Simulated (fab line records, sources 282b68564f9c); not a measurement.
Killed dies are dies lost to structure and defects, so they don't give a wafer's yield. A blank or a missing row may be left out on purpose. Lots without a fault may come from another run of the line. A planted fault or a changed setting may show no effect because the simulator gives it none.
Split-lot experiment | flow rit_cmos | 5 lots, 23 wafers read, on a route of 202 steps

THE SPLIT
At RIT_NLDD_IMPLANT_08, the setting dose_cm2 was moved away from the recipe's 5e+14 on 8 of the 23 wafers read, by -5.3% to +2.3%. The other wafers ran this setting at the recipe's value.

FROM THE SPLIT TO THE READING: what the file shows between them, 11 steps
- RIT_SPACER_CVD_03: deposits Si3N4 from SiH2Cl2/NH3, target thk 250 nm, time 3300 s (also split here: pressure_mtorr)
- RIT_SPACER_THK_MEAS_04
- RIT_SPACER_ETCHBACK_05: etches Si3N4 in SF6/CHF3, stops on SiO2, target depth 250 nm, time 240 s
- RIT_NSD_COAT_01: resist thk 1000 nm (also split here: resist_thk_nm)
- RIT_NSD_SOFTBAKE_02: time 60 s
- RIT_NSD_EXPOSE_03: exposes mask M9, target cd 40700 nm
- RIT_NSD_DEVELOP_05: develop time 50 s
- RIT_NSD_HARDBAKE_07: time 60 s
- RIT_NSD_IMPLANT_08 (also split here: energy_kev)
- RIT_PSD_IMPLANT_08 (also split here: dose_cm2)
- RIT_PSD_STRIP_09: strips in O2, time 180 s

THE READING
NLDD_RS, in ohm/sq, at RIT_SDANNEAL_RS_MEAS_07 (measures by four-point-probe). Fault-free wafers of this fab line usually give 151.8 ohm/sq, standard deviation 0.5 ohm/sq.

wafer  | tool, chamber at the split | dose_cm2 as run | against the recipe | NLDD_RS, ohm/sq | against lot-mates on the recipe
L078.2 | implanter-04, 0            | 5e+14           | recipe             | 151.0           | -
L078.3 | implanter-04, 0            | 4.735e+14       | -5.3%              | 158.1           | +7.0
L078.4 | implanter-04, 0            | 4.735e+14       | -5.3%              | 158.3           | +7.2
L078.5 | implanter-04, 0            | 4.735e+14       | -5.3%              | 158.4           | +7.3
L078.6 | implanter-04, 0            | 5e+14           | recipe             | 151.1           | -
L079.2 | implanter-03, 0            | 5e+14           | recipe             | 151.7           | -
L079.3 | implanter-03, 0            | 5e+14           | recipe             | 151.8           | -
L079.6 | implanter-03, 0            | 5e+14           | recipe             | 151.9           | -
L080.1 | implanter-01, 0            | 4.852e+14       | -3.0%              | 155.2           | +4.0
L080.2 | implanter-01, 0            | 5e+14           | recipe             | 151.3           | -
L080.4 | implanter-01, 0            | 5e+14           | recipe             | 150.9           | -
L080.5 | implanter-01, 0            | 4.852e+14       | -3.0%              | 154.7           | +3.5
L080.6 | implanter-01, 0            | 5e+14           | recipe             | 151.3           | -
L083.1 | implanter-04, 0            | 5e+14           | recipe             | 151.8           | -
L083.2 | implanter-04, 0            | 5e+14           | recipe             | 152.6           | -
L083.3 | implanter-04, 0            | 5e+14           | recipe             | 151.9           | -
L083.4 | implanter-04, 0            | 5e+14           | recipe             | 152.2           | -
L083.6 | implanter-04, 0            | 5e+14           | recipe             | 151.4           | -
L084.2 | implanter-01, 0            | 5e+14           | recipe             | 151.2           | -
L084.3 | implanter-01, 0            | 5.116e+14       | +2.3%              | 149.0           | -2.1
L084.4 | implanter-01, 0            | 5.116e+14       | +2.3%              | 148.4           | -2.7
L084.5 | implanter-01, 0            | 5.116e+14       | +2.3%              | 148.7           | -2.4
L084.6 | implanter-01, 0            | 5e+14           | recipe             | 150.9           | -

THE FIT
A straight line over all 23 wafers: NLDD_RS changes by -1.25 ohm/sq for each +1% of dose_cm2; r = -0.99; the points scatter about the line by 0.44 ohm/sq.
The same after taking each lot's own level away (the mean of its wafers on the recipe; 23 wafers): -1.28 ohm/sq for each +1%; r = -0.99; scatter 0.35 ohm/sq.
On that fit, the largest move of dose_cm2 shifts the reading by 6.8 ohm/sq.
The lots' own levels span 151.05 to 151.98 ohm/sq, that is 1.9 times the standard deviation above.
So the lot-to-lot level changes the slope little: the two slopes agree.
Check: with one of the wafers moved furthest among these (-5.3%) left out of the fit, the line predicts +6.91 ohm/sq for it against its lot-mates. It came out at +7.05 ohm/sq against them.

OTHER SPLITS ON THESE WAFERS
These wafers also went through other splits before the reading. Each is held against what the fit with the lots' levels taken away leaves over:
other split on the same wafers   | wafers away from the commonest value | r with NLDD_RS (lot level and that fit taken away)
RIT_GATE_COAT_11 spin_rpm        | 7                                    | -0.04
RIT_GATE_EXPOSE_13 dose_mj       | 7                                    | -0.18
RIT_SPACER_CVD_03 pressure_mtorr | 18                                   | +0.29
RIT_NSD_COAT_01 resist_thk_nm    | 10                                   | +0.20
RIT_NSD_IMPLANT_08 energy_kev    | 8                                    | -0.21
RIT_PSD_IMPLANT_08 dose_cm2      | 10                                   | -0.01

THE FILE'S OWN FIT
NLDD_RS changes by -1.3 ohm/sq for each +1% of dose_cm2, r = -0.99.
